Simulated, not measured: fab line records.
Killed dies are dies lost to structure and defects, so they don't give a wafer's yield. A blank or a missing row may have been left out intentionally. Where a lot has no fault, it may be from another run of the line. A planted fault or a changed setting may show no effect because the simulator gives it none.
fab line records | flow rit-cmos
[record] lots = 6 | wafers = 18 | last-day = 7
route steps=202 shown SDANNEAL@156 PSD@157 NSD@158 PLDD@159 NLDD@160 SILICIDE@161 CONTACT@168
lots with no fault: from the same line, run without faults
start-h: the number of hours between the record's first day and the start of the first shown wafer of the lot | wait-h: time in hours since the lot's previous step | " repeats the value in the row above | L1.1+2: several wafers, shown together as one row | - value missing, or start not given | * or withheld: withheld | < > ~ a bound
route shown NAME@n: names a module that has steps shown in the file, with the first one's number in the route | usual: mean and standard deviation over wafers with no fault | same: alike in all rows | chamber/n: place in a boat | sites: the reading at each site | _std_site: how widely they spread, as a standard deviation | _edge_site: the outer-site mean with the inner-site mean subtracted | radius-mm: for every site, how far away it sits from the centre of the wafer | mask NAME#n: copy n | behind: the most recent tool/chamber to have shaped the wafer | hold: why the lot was held/for how many hours/how that ended | device: the transistor (n, p or np) that didn't switch | end of line: the tests these same wafers got at the end of their route | a step with no rows: only its recipe | killed: the dies lost at the first sort to structure and to defects; this is not the yield of the wafer | map: a wafer's dies, marking killed ones x, the rest . and places with no die _
set.NAME: the run value of the setting; set.NAME@STEP: its run value at that earlier step | model.NAME: the simulator's own value behind a step, which no gauge read
a table for each step, a row for each wafer; lots at some steps of the route
services: the hour from which a tool's chamber was out of use, counted from the record's first day as start-h (under 0 if before that day), plus the number of hours and why
[[steps]]
[step RIT_SDANNEAL_RTA_03]
[recipe] temp-c = 1050 | time-s = 5 | idle-temp-c = 600 | ramp-up-c-per-s = 342 | ramp-down-c-per-s = 171 | cool-to-c = 600 | ambient = N2
[usual] anneal-temp-c-max = 1056.6/2.1 | wafer_temp_C_max = 1053.5/1.2
lot.wafer | tool          | chamber | start-h | wait-h | anneal-temp-c-max | wafer_temp_C_max
L841.1    | rtp-anneal-02 | 0       | 70.11   | 0.0    | 1055.0            | 1054.3
L841.3    | "             | 0       | "       | "      | 1054.7            | 1053.7
L841.4    | "             | 0       | "       | "      | 1054.2            | 1052.3
L844.1    | rtp-anneal-01 | 0       | 91.24   | 0.0    | 1060.8            | 1051.5
L844.4    | "             | 0       | "       | "      | 1058.7            | 1052.3
L844.5    | "             | 0       | "       | "      | 1057.4            | 1053.8
L852.1    | rtp-anneal-02 | 0       | 125.07  | 0.0    | 1056.0            | 1052.4
L852.4    | "             | 0       | "       | "      | 1055.5            | 1051.8
L852.6    | "             | 0       | "       | "      | 1055.4            | 1054.9
L855.2    | rtp-anneal-01 | 0       | 139.23  | 0.0    | 1057.7            | 1052.7
L855.4    | "             | 0       | "       | "      | 1057.5            | 1053.3
L855.5    | "             | 0       | "       | "      | 1056.7            | 1053.3
L856.3    | rtp-anneal-02 | 0       | 143.63  | 0.0    | 1053.6            | 1052.2
L856.5    | "             | 0       | "       | "      | 1055.0            | 1053.0
L856.6    | "             | 0       | "       | "      | 1052.7            | 1052.1
L858.3    | rtp-anneal-02 | 0       | 155.33  | 0.0    | 1055.0            | 1051.9
L858.4    | "             | 0       | "       | "      | 1055.3            | 1054.1
L858.6    | "             | 0       | "       | "      | 1054.2            | 1055.0
[step RIT_SDANNEAL_RS_MEAS_04]
[recipe] thk-meas-gauge = four-point-probe
[usual] PSD_RS = 115.98/0.29
lot.wafer | tool          | chamber | start-h | wait-h | PSD_RS[ohm/sq]
L841.1    | film-metro-01 | -       | 70.17   | 0.0    | 115.67
L841.3    | "             | -       | "       | "      | 116.06
L841.4    | "             | -       | "       | "      | 115.53
L844.1    | film-metro-01 | -       | 91.30   | 0.0    | 115.61
L844.4    | "             | -       | "       | "      | 115.60
L844.5    | "             | -       | "       | "      | 115.57
L852.1    | film-metro-02 | -       | 125.13  | 0.0    | 116.34
L852.4    | "             | -       | "       | "      | 116.18
L852.6    | "             | -       | "       | "      | 116.23
L855.2    | film-metro-01 | -       | 139.30  | 0.1    | 115.82
L855.4    | "             | -       | "       | "      | 116.32
L855.5    | "             | -       | "       | "      | 115.80
L856.3    | film-metro-01 | -       | 143.71  | 0.1    | 115.77
L856.5    | "             | -       | "       | "      | 115.81
L856.6    | "             | -       | "       | "      | 115.88
L858.3    | film-metro-01 | -       | 155.41  | 0.1    | 115.84
L858.4    | "             | -       | "       | "      | 116.05
L858.6    | "             | -       | "       | "      | 116.25
[step RIT_SDANNEAL_RS_MEAS_05]
[recipe] thk-meas-gauge = four-point-probe
[usual] NSD_RS = 84.61/0.28
lot.wafer | tool          | chamber | start-h | wait-h | NSD_RS[ohm/sq]
L841.1    | film-metro-01 | -       | 70.29   | 0.1    | 85.13
L841.3    | "             | -       | "       | "      | 85.18
L841.4    | "             | -       | "       | "      | 85.33
L844.1    | film-metro-01 | -       | 91.42   | 0.1    | 84.54
L844.4    | "             | -       | "       | "      | 84.66
L844.5    | "             | -       | "       | "      | 84.45
L852.1    | film-metro-02 | -       | 125.25  | 0.1    | 84.35
L852.4    | "             | -       | "       | "      | 84.72
L852.6    | "             | -       | "       | "      | 84.55
L855.2    | film-metro-01 | -       | 139.42  | 0.1    | 84.52
L855.4    | "             | -       | "       | "      | 84.66
L855.5    | "             | -       | "       | "      | 84.56
L856.3    | film-metro-01 | -       | 143.83  | 0.1    | 84.82
L856.5    | "             | -       | "       | "      | 84.91
L856.6    | "             | -       | "       | "      | 85.07
L858.3    | film-metro-01 | -       | 155.53  | 0.1    | 84.63
L858.4    | "             | -       | "       | "      | 84.61
L858.6    | "             | -       | "       | "      | 84.74
[step RIT_SDANNEAL_RS_MEAS_06]
[recipe] thk-meas-gauge = four-point-probe
[usual] PLDD_RS = 178.8/0.5
lot.wafer | tool          | chamber | start-h | wait-h | PLDD_RS[ohm/sq]
L841.1    | film-metro-01 | -       | 70.41   | 0.1    | 178.6
L841.3    | "             | -       | "       | "      | 178.6
L841.4    | "             | -       | "       | "      | 177.8
L844.1    | film-metro-01 | -       | 91.54   | 0.1    | 178.8
L844.4    | "             | -       | "       | "      | 178.8
L844.5    | "             | -       | "       | "      | 179.1
L852.1    | film-metro-02 | -       | 125.37  | 0.1    | 178.6
L852.4    | "             | -       | "       | "      | 178.8
L852.6    | "             | -       | "       | "      | 179.1
L855.2    | film-metro-01 | -       | 139.54  | 0.1    | 178.7
L855.4    | "             | -       | "       | "      | 178.5
L855.5    | "             | -       | "       | "      | 178.9
L856.3    | film-metro-01 | -       | 143.95  | 0.1    | 178.1
L856.5    | "             | -       | "       | "      | 179.0
L856.6    | "             | -       | "       | "      | 178.8
L858.3    | film-metro-01 | -       | 155.65  | 0.1    | 178.4
L858.4    | "             | -       | "       | "      | 178.8
L858.6    | "             | -       | "       | "      | 178.6
[step RIT_SDANNEAL_RS_MEAS_07]
[recipe] thk-meas-gauge = four-point-probe
[usual] NLDD_RS = 151.6/0.5
lot.wafer | tool          | chamber | start-h | wait-h | NLDD_RS[ohm/sq]
L841.1    | film-metro-01 | -       | 70.53   | 0.1    | 151.0
L841.3    | "             | -       | "       | "      | 150.7
L841.4    | "             | -       | "       | "      | 149.7
L844.1    | film-metro-01 | -       | 91.66   | 0.1    | 151.6
L844.4    | "             | -       | "       | "      | 151.1
L844.5    | "             | -       | "       | "      | 151.8
L852.1    | film-metro-02 | -       | 125.49  | 0.1    | 151.6
L852.4    | "             | -       | "       | "      | 151.4
L852.6    | "             | -       | "       | "      | 151.4
L855.2    | film-metro-01 | -       | 139.66  | 0.1    | 151.6
L855.4    | "             | -       | "       | "      | 151.7
L855.5    | "             | -       | "       | "      | 151.9
L856.3    | film-metro-01 | -       | 144.07  | 0.1    | 151.5
L856.5    | "             | -       | "       | "      | 151.1
L856.6    | "             | -       | "       | "      | 151.6
L858.3    | film-metro-01 | -       | 155.77  | 0.1    | 151.1
L858.4    | "             | -       | "       | "      | 151.1
L858.6    | "             | -       | "       | "      | 151.0
[step RIT_SILICIDE_WET_ETCH_00]
[recipe] chemistry = BOE | target = SiO2 | target-depth-nm = 14 | time-s = 15 | dry = n2-spin | dilution = 10:1 | temp-c = 21.5
[step RIT_SILICIDE_SPUTTER_01]
[recipe] material = Ti | target-thk-nm = 30 | power-w = 350 | chamber-pressure-pa = 0.667 | gas = Ar | time-s = 240 | substrate-temp-c = 25
[usual] throttle-valve-pct = 29.3/0.66
lot.wafer | tool           | chamber | start-h | wait-h | throttle-valve-pct
L841.1    | pvd-sputter-04 | -       | 70.66   | 0.0    | 29.8
L841.3    | "              | -       | "       | "      | 28.4
L841.4    | "              | -       | "       | "      | 29.3
L844.1    | pvd-sputter-01 | -       | 91.80   | 0.0    | 30.1
L844.4    | "              | -       | "       | "      | 29.7
L844.5    | "              | -       | "       | "      | 30.0
L852.1    | pvd-sputter-01 | -       | 125.62  | 0.0    | 28.9
L852.4    | "              | -       | "       | "      | 29.9
L852.6    | "              | -       | "       | "      | 28.6
L855.2    | pvd-sputter-04 | -       | 139.78  | 0.0    | 28.9
L855.4    | "              | -       | "       | "      | 28.7
L855.5    | "              | -       | "       | "      | 28.3
L856.3    | pvd-sputter-01 | -       | 144.16  | 0.0    | 28.5
L856.5    | "              | -       | "       | "      | 29.8
L856.6    | "              | -       | "       | "      | 29.9
L858.3    | pvd-sputter-01 | -       | 155.86  | 0.0    | 29.7
L858.4    | "              | -       | "       | "      | 28.5
L858.6    | "              | -       | "       | "      | 29.0
[step RIT_SILICIDE_RS_MEAS_02]
[recipe] thk-meas-gauge = four-point-probe | reads = Ti_of_SILICIDE_SPUTTER_01
[usual] SILICIDE_TI_RS = 47.6/0.64
lot.wafer | tool          | chamber | start-h | wait-h | SILICIDE_TI_RS[ohm/sq]
L841.1    | film-metro-03 | -       | 70.81   | 0.1    | 47.3
L841.3    | "             | -       | "       | "      | 47.6
L841.4    | "             | -       | "       | "      | 47.7
L844.1    | film-metro-04 | -       | 91.95   | 0.1    | 47.5
L844.4    | "             | -       | "       | "      | 47.0
L844.5    | "             | -       | "       | "      | 47.2
L852.1    | film-metro-03 | -       | 125.77  | 0.1    | 47.2
L852.4    | "             | -       | "       | "      | 47.7
L852.6    | "             | -       | "       | "      | 47.6
L855.2    | film-metro-03 | -       | 139.95  | 0.1    | 48.1
L855.4    | "             | -       | "       | "      | 48.4
L855.5    | "             | -       | "       | "      | 48.2
L856.3    | film-metro-02 | -       | 144.35  | 0.1    | 46.9
L856.5    | "             | -       | "       | "      | 47.2
L856.6    | "             | -       | "       | "      | 47.2
L858.3    | film-metro-03 | -       | 156.05  | 0.1    | 47.3
L858.4    | "             | -       | "       | "      | 46.9
L858.6    | "             | -       | "       | "      | 47.6
[step RIT_SILICIDE_THK_MEAS_03]
[recipe] thk-meas-gauge = xrf | reads = Ti_of_SILICIDE_SPUTTER_01
[usual] SILICIDE_TI_THK = 30.2/0.35
lot.wafer | tool          | chamber | start-h | wait-h | SILICIDE_TI_THK[nm]
L841.1    | film-metro-03 | -       | 70.93   | 0.1    | 30.4
L841.3    | "             | -       | "       | "      | 30.3
L841.4    | "             | -       | "       | "      | 30.1
L844.1    | film-metro-04 | -       | 92.07   | 0.1    | 30.2
L844.4    | "             | -       | "       | "      | 30.4
L844.5    | "             | -       | "       | "      | 30.4
L852.1    | film-metro-03 | -       | 125.89  | 0.1    | 30.6
L852.4    | "             | -       | "       | "      | 30.2
L852.6    | "             | -       | "       | "      | 30.2
L855.2    | film-metro-03 | -       | 140.06  | 0.1    | 30.0
L855.4    | "             | -       | "       | "      | 29.9
L855.5    | "             | -       | "       | "      | 30.0
L856.3    | film-metro-02 | -       | 144.45  | 0.1    | 30.6
L856.5    | "             | -       | "       | "      | 30.4
L856.6    | "             | -       | "       | "      | 30.5
L858.3    | film-metro-03 | -       | 156.15  | 0.1    | 30.5
L858.4    | "             | -       | "       | "      | 30.7
L858.6    | "             | -       | "       | "      | 30.3
[step RIT_SILICIDE_RTA_04]
[recipe] temp-c = 650 | time-s = 9.618 | idle-temp-c = 25 | ramp-up-s = 5 | ramp-down-s = 5 | cool-to-c = 25 | ambient = N2
[usual] anneal-temp-c-max = 654.2/1.3 | wafer_temp_C_max = 652.5/0.74
lot.wafer | tool          | chamber | start-h | wait-h | anneal-temp-c-max | wafer_temp_C_max
L841.1    | rtp-anneal-01 | 0       | 70.99   | 0.1    | 654.4             | 651.6
L841.3    | "             | 0       | "       | "      | 655.6             | 651.7
L841.4    | "             | 0       | "       | "      | 655.3             | 653.7
L844.1    | rtp-anneal-02 | 0       | 92.13   | 0.1    | 653.1             | 654.6
L844.4    | "             | 0       | "       | "      | 654.1             | 652.5
L844.5    | "             | 0       | "       | "      | 654.2             | 653.2
L852.1    | rtp-anneal-01 | 0       | 125.95  | 0.1    | 655.9             | 652.3
L852.4    | "             | 0       | "       | "      | 655.3             | 652.4
L852.6    | "             | 0       | "       | "      | 654.8             | 653.2
L855.2    | rtp-anneal-02 | 0       | 140.12  | 0.1    | 653.0             | 653.1
L855.4    | "             | 0       | "       | "      | 653.5             | 651.6
L855.5    | "             | 0       | "       | "      | 652.8             | 651.9
L856.3    | rtp-anneal-01 | 0       | 144.51  | 0.1    | 654.5             | 652.1
L856.5    | "             | 0       | "       | "      | 653.8             | 651.1
L856.6    | "             | 0       | "       | "      | 655.0             | 651.8
L858.3    | rtp-anneal-01 | 0       | 156.21  | 0.1    | 655.0             | 651.7
L858.4    | "             | 0       | "       | "      | 655.0             | 652.3
L858.6    | "             | 0       | "       | "      | 656.9             | 652.5
[step RIT_SILICIDE_WET_ETCH_05]
[recipe] chemistry = SPM | target = Ti | temp-c = 90 | time-s = 120 | dry = n2-spin
[step RIT_SILICIDE_RTA_06]
[recipe] temp-c = 750 | time-s = 10 | idle-temp-c = 25 | ramp-up-s = 5 | ramp-down-s = 10 | cool-to-c = 25 | ambient = N2
[usual] anneal-temp-c-max = 754.6/1.5 | wafer_temp_C_max = 752.9/0.78
lot.wafer | tool          | chamber | start-h | wait-h | anneal-temp-c-max | wafer_temp_C_max
L841.1    | rtp-anneal-02 | 0       | 71.10   | 0.0    | 753.1             | 753.5
L841.3    | "             | 0       | "       | "      | 752.8             | 754.1
L841.4    | "             | 0       | "       | "      | 753.0             | 753.2
L844.1    | rtp-anneal-01 | 0       | 92.23   | 0.0    | 756.0             | 752.1
L844.4    | "             | 0       | "       | "      | 756.0             | 752.1
L844.5    | "             | 0       | "       | "      | 757.5             | 752.2
L852.1    | rtp-anneal-02 | 0       | 126.06  | 0.0    | 751.7             | 753.2
L852.4    | "             | 0       | "       | "      | 753.9             | 753.2
L852.6    | "             | 0       | "       | "      | 753.0             | 753.3
L855.2    | rtp-anneal-01 | 0       | 140.22  | 0.0    | 757.7             | 751.2
L855.4    | "             | 0       | "       | "      | 756.5             | 752.5
L855.5    | "             | 0       | "       | "      | 755.6             | 752.1
L856.3    | rtp-anneal-02 | 0       | 144.62  | 0.0    | 753.7             | 752.4
L856.5    | "             | 0       | "       | "      | 752.5             | 752.3
L856.6    | "             | 0       | "       | "      | 753.3             | 754.7
L858.3    | rtp-anneal-02 | 0       | 156.32  | 0.0    | 753.1             | 753.5
L858.4    | "             | 0       | "       | "      | 753.6             | 752.3
L858.6    | "             | 0       | "       | "      | 753.5             | 755.2
[step RIT_CONTACT_CVD_00]
[recipe] material = SiO2 | target-thk-nm = 400 | precursor = TEOS | temp-c = 390 | time-s = 61 | rf-w = 400
[usual] heater-power-w = 321/55
lot.wafer | tool     | chamber | start-h | wait-h | heater-power-w | model.SiO2_of_CONTACT_CVD_00.thk-nm
L841.1    | pecvd-03 | 0       | 71.16   | 0.1    | 312            | 397.7
L841.3    | "        | 2       | "       | "      | 308            | 569.6
L841.4    | "        | 1       | "       | "      | 298            | 405.7
L844.1    | pecvd-03 | 0       | 92.30   | 0.1    | 330            | 392.3
L844.4    | "        | 2       | "       | "      | 312            | 576
L844.5    | "        | 0       | "       | "      | 338            | 404.1
L852.1    | pecvd-01 | 1       | 126.13  | 0.1    | 265            | 393.1
L852.4    | "        | 1       | "       | "      | 273            | 395.2
L852.6    | "        | 0       | "       | "      | 378            | 397.8
L855.2    | pecvd-01 | 2       | 140.28  | 0.0    | 284            | 403.7
L855.4    | "        | 2       | "       | "      | 296            | 406.5
L855.5    | "        | 0       | "       | "      | 285            | 401.7
L856.3    | pecvd-03 | 0       | 144.69  | 0.1    | 339            | 410.4
L856.5    | "        | 1       | "       | "      | 243            | 409
L856.6    | "        | 0       | "       | "      | 348            | 409.9
L858.3    | pecvd-01 | 1       | 156.36  | 0.0    | 265            | 389.9
L858.4    | "        | 1       | "       | "      | 277            | 397.3
L858.6    | "        | 0       | "       | "      | 349            | 397.9
[step RIT_CONTACT_THK_MEAS_01]
[recipe] reads = SiO2_of_CONTACT_CVD_00
[usual] CONTACT_TEOS_THK = 400/5.9
lot.wafer | tool          | chamber | start-h | wait-h | CONTACT_TEOS_THK[nm]
L841.1    | film-metro-01 | -       | 71.22   | 0.0    | 398
L841.3    | "             | -       | "       | "      | 570
L841.4    | "             | -       | "       | "      | 406
L844.1    | film-metro-02 | -       | 92.35   | 0.0    | 393
L844.4    | "             | -       | "       | "      | 576
L844.5    | "             | -       | "       | "      | 404
L852.1    | film-metro-04 | -       | 126.18  | 0.0    | 393
L852.4    | "             | -       | "       | "      | 395
L852.6    | "             | -       | "       | "      | 398
L855.2    | film-metro-02 | -       | 140.34  | 0.0    | 404
L855.4    | "             | -       | "       | "      | 407
L855.5    | "             | -       | "       | "      | 402
L856.3    | film-metro-01 | -       | 144.76  | 0.0    | 411
L856.5    | "             | -       | "       | "      | 409
L856.6    | "             | -       | "       | "      | 410
L858.3    | film-metro-04 | -       | 156.43  | 0.0    | 390
L858.4    | "             | -       | "       | "      | 397
L858.6    | "             | -       | "       | "      | 398
[step RIT_CONTACT_HMDS_02]
[recipe] prime-time-s = 60 | prime-temp-c = 140
[step RIT_CONTACT_COAT_03]
[recipe] resist = NOVOLAK | spin-rpm = 3250 | resist-thk-nm = 1000
[step RIT_CONTACT_SOFTBAKE_04]
[recipe] resist = NOVOLAK | temp-c = 90 | time-s = 60
[step RIT_CONTACT_EXPOSE_05]
[recipe] mask-id = M11 | na = 0.6 | source-shape = conventional | sigma-outer = 0.5 | target-cd-nm = 1000 | dose-mj = 244.7
[step RIT_CONTACT_PEB_06]
[recipe] resist = NOVOLAK | temp-c = withheld | time-s = withheld
[step RIT_CONTACT_DEVELOP_07]
[recipe] resist = NOVOLAK | develop-time-s = 120 | dev-temp-c = 23
[step RIT_CONTACT_CD_MEAS_08]
[recipe] target-cd-nm = 1000
[usual] cd-nm = 1000.3/2.2
lot.wafer | tool      | chamber | start-h | wait-h | cd-nm
L841.1    | cd-sem-01 | -       | 72.37   | -      | 1002.9
L841.3    | "         | -       | "       | "      | 1002.6
L841.4    | "         | -       | "       | "      | 1001.4
L844.1    | cd-sem-02 | -       | 93.56   | -      | 998.3
L844.4    | "         | -       | "       | "      | 1000.3
L844.5    | "         | -       | "       | "      | 998.7
L852.1    | cd-sem-02 | -       | 127.21  | -      | 996.4
L852.4    | "         | -       | "       | "      | 996.0
L852.6    | "         | -       | "       | "      | 997.8
L855.2    | cd-sem-02 | -       | 141.38  | -      | 998.8
L855.4    | "         | -       | "       | "      | 998.1
L855.5    | "         | -       | "       | "      | 998.0
L856.3    | cd-sem-02 | -       | 145.93  | -      | 1000.0
L856.5    | "         | -       | "       | "      | 1000.0
L856.6    | "         | -       | "       | "      | 1000.4
L858.3    | cd-sem-02 | -       | 157.48  | -      | 1000.4
L858.4    | "         | -       | "       | "      | 997.0
L858.6    | "         | -       | "       | "      | 999.9
[step RIT_CONTACT_OVL_MEAS_09]
[usual] CONTACT_OVL = -0.2/1.4
lot.wafer | tool       | chamber | start-h | wait-h | CONTACT_OVL[nm]
L841.1    | overlay-02 | -       | 72.49   | 0.1    | -2.4
L841.3    | "          | -       | "       | "      | -0.2
L841.4    | "          | -       | "       | "      | -0.8
L844.1    | overlay-02 | -       | 93.68   | 0.1    | -0.3
L844.4    | "          | -       | "       | "      | 1.8
L844.5    | "          | -       | "       | "      | 0.6
L852.1    | overlay-02 | -       | 127.33  | 0.1    | -1.2
L852.4    | "          | -       | "       | "      | 0.2
L852.6    | "          | -       | "       | "      | -0.5
L855.2    | overlay-01 | -       | 141.48  | 0.1    | 0.5
L855.4    | "          | -       | "       | "      | 1.6
L855.5    | "          | -       | "       | "      | -1.3
L856.3    | overlay-01 | -       | 146.02  | 0.1    | -0.7
L856.5    | "          | -       | "       | "      | -1.9
L856.6    | "          | -       | "       | "      | -1.0
L858.3    | overlay-01 | -       | 157.57  | 0.1    | -0.1
L858.4    | "          | -       | "       | "      | 2.9
L858.6    | "          | -       | "       | "      | 0.3
[step RIT_CONTACT_HARDBAKE_10]
[recipe] resist = NOVOLAK | temp-c = 140 | time-s = 60
[step RIT_CONTACT_ETCH_11]
[recipe] target-depth-a = 4800 | over-etch-frac = 0.2 | stop-on = TiSi2 | chemistry = CHF3/CF4/Ar | target = SiO2 | CHF3_flow_sccm = 50 | cf4-flow-sccm = 10 | Ar_flow_sccm = 100 | O2_flow_sccm = 5 | pressure-mtorr = 100 | rf-w = 200 | time-s = 320
[usual] drypump-motor-current-A = 5.9/0.36 | oes-product-au = 0.989/0.014 | throttle-valve-pct = 8.86/0.14
lot.wafer | tool        | chamber | start-h | wait-h | drypump-motor-current-A | oes-product-au | rf-hours-counter-h | throttle-valve-pct | model.etch.depth-nm | model.CONTACT.feature-depth-nm
L841.1    | rie-diel-04 | 0       | 72.67   | 0.1    | 5.7                     | 1.020          | 164                | 9.15               | 397.7               | 397.7
L841.3    | "           | 2       | "       | "      | 5.4                     | 1.005          | 73                 | 8.81               | 480.7               | 480.7
L841.4    | "           | 1       | "       | "      | 5.8                     | 0.993          | 11                 | 8.98               | 405.7               | 405.7
L844.1    | rie-diel-03 | 3       | 93.87   | 0.1    | 6.5                     | 0.999          | 139                | 8.85               | 392.3               | 392.3
L844.4    | "           | 0       | "       | "      | 5.3                     | 0.997          | -                  | 8.83               | 458.3               | 458.3
L844.5    | "           | 2       | "       | "      | 6.3                     | 1.013          | -                  | 8.78               | 404.1               | 404.1
L852.1    | rie-diel-02 | 1       | 127.51  | 0.1    | 5.9                     | 0.995          | 46                 | 8.77               | 393.1               | 393.1
L852.4    | "           | 3       | "       | "      | 6.1                     | 0.970          | 8                  | 8.89               | 395.2               | 395.2
L852.6    | "           | 0       | "       | "      | 6.4                     | 1.007          | -                  | 9.01               | 397.8               | 397.8
L855.2    | rie-diel-02 | 2       | 141.66  | 0.1    | 5.4                     | 0.981          | 4                  | 8.81               | 403.7               | 403.7
L855.4    | "           | 3       | "       | "      | 6.1                     | 0.971          | 9                  | 8.91               | 406.5               | 406.5
L855.5    | "           | 2       | "       | "      | 5.5                     | 0.971          | -                  | 8.81               | 401.7               | 401.7
L856.3    | rie-diel-02 | 2       | 146.35  | 0.1    | 5.5                     | 0.971          | 5                  | 8.82               | 410.4               | 410.4
L856.5    | "           | 0       | "       | "      | 6.4                     | 0.997          | -                  | 9.02               | 409                 | 409
L856.6    | "           | 3       | "       | "      | 6.1                     | 0.971          | -                  | 8.90               | 409.9               | 409.9
L858.3    | rie-diel-03 | 2       | 157.84  | 0.2    | 6.3                     | 1.009          | -                  | 8.77               | 389.9               | 389.9
L858.4    | "           | 0       | "       | "      | 5.3                     | 0.990          | -                  | 8.84               | 397.3               | 397.3
L858.6    | "           | 2       | "       | "      | 6.3                     | 1.017          | -                  | 8.77               | 397.9               | 397.9
[step RIT_CONTACT_STRIP_12]
[recipe] chemistry = O2 | time-s = 180 | resist = NOVOLAK | platen-temp-c = withheld | power-w = 500 | pressure-mtorr = 4000 | o2-flow-sccm = 4000
[usual] drypump-motor-current-A = 5.4/0.49
lot.wafer | tool            | chamber | start-h | wait-h | drypump-motor-current-A | rf-hours-counter-h
L841.1    | plasma-asher-01 | 0       | 72.87   | 0.1    | 6.2                     | 44
L841.3    | "               | 0       | "       | "      | 6.2                     | -
L841.4    | "               | 1       | "       | "      | 4.8                     | -
L844.1    | plasma-asher-04 | 1       | 94.07   | 0.1    | 5.6                     | 31
L844.4    | "               | 0       | "       | "      | 5.2                     | -
L844.5    | "               | 0       | "       | "      | 5.2                     | -
L852.1    | plasma-asher-01 | 1       | 127.71  | 0.1    | 4.8                     | 50
L852.4    | "               | 1       | "       | "      | 4.8                     | -
L852.6    | "               | 0       | "       | "      | 6.1                     | -
L855.2    | plasma-asher-04 | 1       | 141.86  | 0.1    | 5.5                     | 37
L855.4    | "               | 1       | "       | "      | 5.5                     | -
L855.5    | "               | 1       | "       | "      | 5.6                     | -
L856.3    | plasma-asher-01 | 1       | 146.61  | 0.2    | 4.8                     | -
L856.5    | "               | 1       | "       | "      | 4.8                     | -
L856.6    | "               | 0       | "       | "      | 6.2                     | -
L858.3    | plasma-asher-04 | 1       | 158.10  | 0.2    | 5.6                     | -
L858.4    | "               | 0       | "       | "      | 5.2                     | -
L858.6    | "               | 0       | "       | "      | 5.2                     | -
[step RIT_CONTACT_CD_MEAS_90]
[recipe] target-cd-nm = 1000
[usual] cd-nm = 1000.3/2.2
lot.wafer | tool      | chamber | start-h | wait-h | cd-nm
L841.1    | cd-sem-02 | -       | 73.04   | 0.1    | 1002.8
L841.3    | "         | -       | "       | "      | 1002.4
L841.4    | "         | -       | "       | "      | 1001.6
L844.1    | cd-sem-01 | -       | 94.24   | 0.1    | 998.1
L844.4    | "         | -       | "       | "      | 1000.3
L844.5    | "         | -       | "       | "      | 998.5
L852.1    | cd-sem-01 | -       | 127.88  | 0.1    | 996.8
L852.4    | "         | -       | "       | "      | 996.4
L852.6    | "         | -       | "       | "      | 997.5
L855.2    | cd-sem-01 | -       | 142.05  | 0.1    | 998.7
L855.4    | "         | -       | "       | "      | 998.1
L855.5    | "         | -       | "       | "      | 997.5
L856.3    | cd-sem-02 | -       | 146.76  | 0.1    | 1000.0
L856.5    | "         | -       | "       | "      | 1000.5
L856.6    | "         | -       | "       | "      | 1000.4
L858.3    | cd-sem-01 | -       | 158.25  | 0.1    | 999.9
L858.4    | "         | -       | "       | "      | 997.2
L858.6    | "         | -       | "       | "      | 1000.0
[step RIT_CONTACT_CLEAN_13]
[recipe] chemistry = SC1 | mix = 3:3:50 | time-s = 600 | temp-c = 75
lot.wafer | tool         | chamber | start-h | wait-h | model.SiO2_of_CONTACT_CVD_00.thk-nm
L841.1    | wet-bench-04 | 1       | 73.16   | 0.1    | 393.6
L841.3    | "            | 1       | "       | "      | 565.6
L841.4    | "            | 1       | "       | "      | 401.7
L844.1    | wet-bench-02 | 0       | 94.36   | 0.1    | 388.1
L844.4    | "            | 0       | "       | "      | 571.9
L844.5    | "            | 0       | "       | "      | 400
L852.1    | wet-bench-04 | 0       | 128.00  | 0.1    | 389.1
L852.4    | "            | 0       | "       | "      | 391.1
L852.6    | "            | 0       | "       | "      | 393.7
L855.2    | wet-bench-04 | 1       | 142.15  | 0.1    | 399.6
L855.4    | "            | 1       | "       | "      | 402.4
L855.5    | "            | 1       | "       | "      | 397.6
L856.3    | wet-bench-03 | 2       | 146.84  | 0.1    | 406.3
L856.5    | "            | 2       | "       | "      | 404.9
L856.6    | "            | 2       | "       | "      | 405.9
L858.3    | wet-bench-03 | 2       | 158.33  | 0.1    | 385.8
L858.4    | "            | 2       | "       | "      | 393.2
L858.6    | "            | 2       | "       | "      | 393.8
[step RIT_CONTACT_CLEAN_14]
[recipe] chemistry = SC2 | mix = 3:3:50 | time-s = 600 | temp-c = 75 | dry = n2-spin
[[services]]
tool            | chamber | start-h | hours | kind
pecvd-01        | -       | 47.62   | 0.6   | repair
rie-diel-04     | -       | 54.48   | 0.2   | repair
pvd-sputter-04  | -       | 54.74   | 12.4  | repair
rie-diel-03     | 0       | 68.01   | -     | clean
rie-diel-03     | 0       | 68.01   | 17.0  | scheduled-down
rie-diel-03     | 0       | 68.01   | 17.0  | vent-cycle
rie-diel-04     | 0       | 72.87   | -     | clean
rie-diel-04     | 0       | 72.87   | 25.2  | scheduled-down
rie-diel-04     | 0       | 72.87   | 25.2  | vent-cycle
plasma-asher-01 | -       | 74.99   | 3.2   | repair
wet-bench-03    | -       | 82.26   | 4.4   | pm
rie-diel-04     | 2       | 85.36   | 21.6  | repair
plasma-asher-01 | -       | 90.39   | 5.1   | repair
wet-bench-02    | -       | 91.05   | 1.9   | pm
pecvd-01        | -       | 94.67   | 2.8   | pm
rie-diel-03     | 2       | 115.14  | 2.8   | repair
rtp-anneal-02   | -       | 115.26  | 4.0   | pm
plasma-asher-01 | -       | 115.79  | 4.3   | repair
pvd-sputter-01  | -       | 121.45  | 1.4   | repair
pecvd-03        | 2       | 129.69  | 15.3  | repair
rie-diel-03     | -       | 144.74  | 0.5   | repair
rie-diel-04     | -       | 147.46  | 14.6  | pm
[[key]]
[first-sign] step = RIT_CONTACT_THK_MEAS_01 | reading = CONTACT_TEOS_THK | direction = up | sigmas = 29 | usual = 400 | struck = 573
effect none on later readings
[model-effect] step = RIT_CONTACT_CVD_00 | value = SiO2_of_CONTACT_CVD_00.thk-nm | without = 403.8 | struck = 572.8
[model-effect] step = RIT_CONTACT_ETCH_11 | value = etch.depth-nm | without = 403.8 | struck = 469.5
[model-effect] step = RIT_CONTACT_CLEAN_13 | value = SiO2_of_CONTACT_CVD_00.thk-nm | without = 399.7 | struck = 568.7
met-at RIT_CONTACT_CVD_00
struck-wafers L841.3,L844.4
later-rows-left-out L841.3,L844.4
sort-left-out L841.3,L844.4
tester-left-out L841,L844
[fault] kind = process-parameter-drift | tool = pecvd-03 | chamber = 2 | onset-h = 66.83 | steps = RIT_CONTACT_CVD_00 | channel = target-thk-nm | offset = 169.02 | shape = step | end-h = 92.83 | stated = 400
// tester-left-out: of these lots the tester's yield and bins aren't shown, on N5 and GAA mostly nor the transistor test; their killed dies are dies lost to structure and defects alone, not to doping, threshold or leakage, so they don't give the yield
// sort-left-out: the simulated sort isn't trusted on such a fault, so these wafers' sort isn't shown, and their yield isn't known
// later-rows-left-out: the simulator's readings of these wafers behind a module that went badly wrong aren't trusted and aren't shown, but for the sort
